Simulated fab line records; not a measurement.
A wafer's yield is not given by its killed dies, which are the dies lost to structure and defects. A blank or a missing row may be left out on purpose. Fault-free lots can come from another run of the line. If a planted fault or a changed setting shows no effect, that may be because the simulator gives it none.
The tool behind it: which one? -- flow berkeleyCmos170 -- Sampling: 14 lots, 42 wafers, 4 of 331 route steps

## WHAT EACH GAUGE READ, for each wafer
UCB170_PLDD_TW_MEAS_11.
lot,measured,on,PLDD_TW
L706,day 6 09:01,filmMetro-01,997 993 1000
L708,day 6 20:20,filmMetro-02,1030 1027 1027
L711,day 7 09:46,filmMetro-02,1029 1030 1032
L712,day 7 18:09,filmMetro-04,1004 1010 1003
L714,day 8 00:50,filmMetro-01,1004 1006 1000
L715,day 8 01:10,filmMetro-01,1000 1003 1006
L716,day 8 13:47,filmMetro-04,1007 1008 1009
L717,day 8 13:58,filmMetro-04,1004 1007 1009
L718,day 8 23:20,filmMetro-02,1025 1020 1020
L723,day 9 21:38,filmMetro-04,1037 1033 1030
L724,day 9 22:13,filmMetro-04,1001 1000 1001
L725,day 10 02:35,filmMetro-01,1004 1001 1004
L726,day 10 02:56,filmMetro-02,1048 1050 1052
L729,day 10 22:32,filmMetro-04,1012 1007 1005

UCB170_SDANNEAL_RS_MEAS_04: measures by four-point-probe.
lot,measured,on,PLDD_RS (ohm/sq)
L706,day 7 01:26,filmMetro-01,1019.3 1019.3 1016.3
L708,day 7 10:26,filmMetro-01,1021.5 1025.9 1027.7
L711,day 7 21:47,filmMetro-02,1017.3 1020.3 1018.4
L712,day 8 06:23,filmMetro-01,1020.0 1021.5 1020.4
L714,day 8 13:46,filmMetro-01,1021.8 1024.2 1022.1
L715,day 8 13:09,filmMetro-04,1020.4 1020.4 1021.3
L716,day 9 04:26,filmMetro-01,1021.6 1022.0 1019.4
L717,day 9 04:40,filmMetro-04,1022.8 1021.2 1021.8
L718,day 9 13:09,filmMetro-02,1021.4 1018.5 1025.1
L723,day 10 12:27,filmMetro-02,941.5 939.4 938.6 939.9 940.8 940.7
L724,day 10 12:46,filmMetro-04,1020.0 1020.5 1021.4
L725,day 10 13:07,filmMetro-01,1016.6 1020.4 1021.1
L726,day 10 13:20,filmMetro-02,941.3 940.7 943.2 943.2 942.9 941.9
L729,day 11 10:34,filmMetro-01,1017.9 1017.2 1019.4

UCB170_SDANNEAL_RS_MEAS_05: measures by four-point-probe.
lot,measured,on,NLDD_RS (ohm/sq)
L706,day 7 01:33,filmMetro-01,613.9 614.7 614.0
L708,day 7 10:33,filmMetro-01,618.2 616.1 617.0
L711,day 7 21:55,filmMetro-02,613.4 613.2 614.5
L712,day 8 06:31,filmMetro-01,615.0 614.7 614.0
L714,day 8 13:53,filmMetro-01,613.0 611.5 612.2
L715,day 8 13:16,filmMetro-04,615.7 613.9 615.3
L716,day 9 04:33,filmMetro-01,615.0 615.8 616.0
L717,day 9 04:47,filmMetro-04,617.1 617.9 620.2
L718,day 9 13:16,filmMetro-02,614.4 615.4 614.5
L723,day 10 15:37,filmMetro-02,615.4 613.0 613.5
L724,day 10 12:53,filmMetro-04,617.9 616.8 616.3
L725,day 10 13:14,filmMetro-01,615.0 617.0 615.0
L726,day 10 19:40,filmMetro-02,614.6 613.3 615.5
L729,day 11 10:41,filmMetro-01,613.2 614.3 616.6

## TOOL THAT RAN EACH LOT (tool first, then ch and the chambers of the sampled wafers, then the start)
lot,UCB170_PLDD_IMPLANT_08
L706,"implanter-02 ch 0, day 6 08:37"
L708,"implanter-04 ch 0, day 6 19:57"
L711,"implanter-01 ch 0, day 7 09:23"
L712,"implanter-04 ch 0, day 7 17:47"
L714,"implanter-02 ch 0, day 8 00:28"
L715,"implanter-04 ch 0, day 8 00:46"
L716,"implanter-02 ch 0, day 8 13:23"
L717,"implanter-04 ch 0, day 8 13:34"
L718,"implanter-04 ch 0, day 8 22:58"
L723,"implanter-04 ch 0, day 9 21:14"
L724,"implanter-01 ch 0, day 9 21:52"
L725,"implanter-02 ch 0, day 10 02:13"
L726,"implanter-04 ch 0, day 10 02:34"
L729,"implanter-02 ch 0, day 10 22:09"
- UCB170_PLDD_IMPLANT_08

## WHAT THE TOOLS THEMSELVES READ (means of the sampled wafers that have a number; where no wafer has one, the mark that the record gives instead)
UCB170_PLDD_IMPLANT_08.
lot,tool,beamOnS (s),endStationPressureTorr (Torr),faradayCurrentUA
L706,implanter-02,9.99,5.01e-06,158
L708,implanter-04,10.04,4.87e-06,158
L711,implanter-01,9.97,4.98e-06,159
L712,implanter-04,9.78,4.90e-06,162
L714,implanter-02,10.04,5.28e-06,158
L715,implanter-04,10.02,5.16e-06,158
L716,implanter-02,10.10,5.12e-06,157
L717,implanter-04,10.07,5.03e-06,157
L718,implanter-04,9.98,5.11e-06,159
L723,implanter-04,12.03,9.54e-05,133
L724,implanter-01,10.14,5.06e-06,157
L725,implanter-02,9.98,5.35e-06,159
L726,implanter-04,12.28,9.57e-05,130
L729,implanter-02,9.99,5.21e-06,159

## THE ANSWER, worked out from the rows above alone
Rule: the usual values come from the lots themselves. The widest of any qualifying gaps counts: lots, ordered by their means at a reading, are off when they make up no more than a third of the lots, leave a main group of 4 or more, and stand apart from it by 3 or more times the standard deviation of that group's means. If all means in a main group match to the digits the tables above print for the reading, that group is not used. Also off: a lot with no number at a reading for which 4 or more lots have one. Any other lot the step has rows for is counted as sound. First the gauges in route order, then the tools' own readings, where a lot's mean is used as printed above. The first step at which some lot is off is used, and at that step the reading that is off furthest; a lot without a number counts as furthest.
Off: at UCB170_SDANNEAL_RS_MEAS_04 (PLDD_RS), L723, L726. The main group: mean 1020.7 ohm/sq, standard deviation 1.9.
A tool fits if, at a process step before that reading, it ran every lot that is off, and no sound lot after the first of them. The gauges at UCB170_SDANNEAL_RS_MEAS_04 aren't tried: what is off there is off at UCB170_PLDD_IMPLANT_08 too, on other tools, and a gauge's error can't cause that. One fits: implanter-04 at UCB170_PLDD_IMPLANT_08. A fault onset in the window from L718 (day 8 22:58, its last sound lot) to L723 (day 9 21:14, its first lot off) fits.
The tool's own readings at UCB170_PLDD_IMPLANT_08 bear it out: on the lots that are off they differ by more than 5 times the standard deviation of the sound lots' means. beamOnS reads 12.15 s there against 10.01 s on the sound lots; endStationPressureTorr reads 9.55e-05 Torr there against 5.09e-06 Torr on the sound lots; faradayCurrentUA reads 132 there against 158 on the sound lots.

## WHAT THE SIMULATOR HAD PUT IN
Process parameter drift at UCB170_PLDD_IMPLANT_08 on implanter-04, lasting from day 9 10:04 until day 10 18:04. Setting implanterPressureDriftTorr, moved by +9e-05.
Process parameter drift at UCB170_PLDD_IMPLANT_08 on implanter-04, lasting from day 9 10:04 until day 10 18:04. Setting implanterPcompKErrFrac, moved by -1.
Shown lots that were struck: L723, L726. This agrees with what the rule above found.
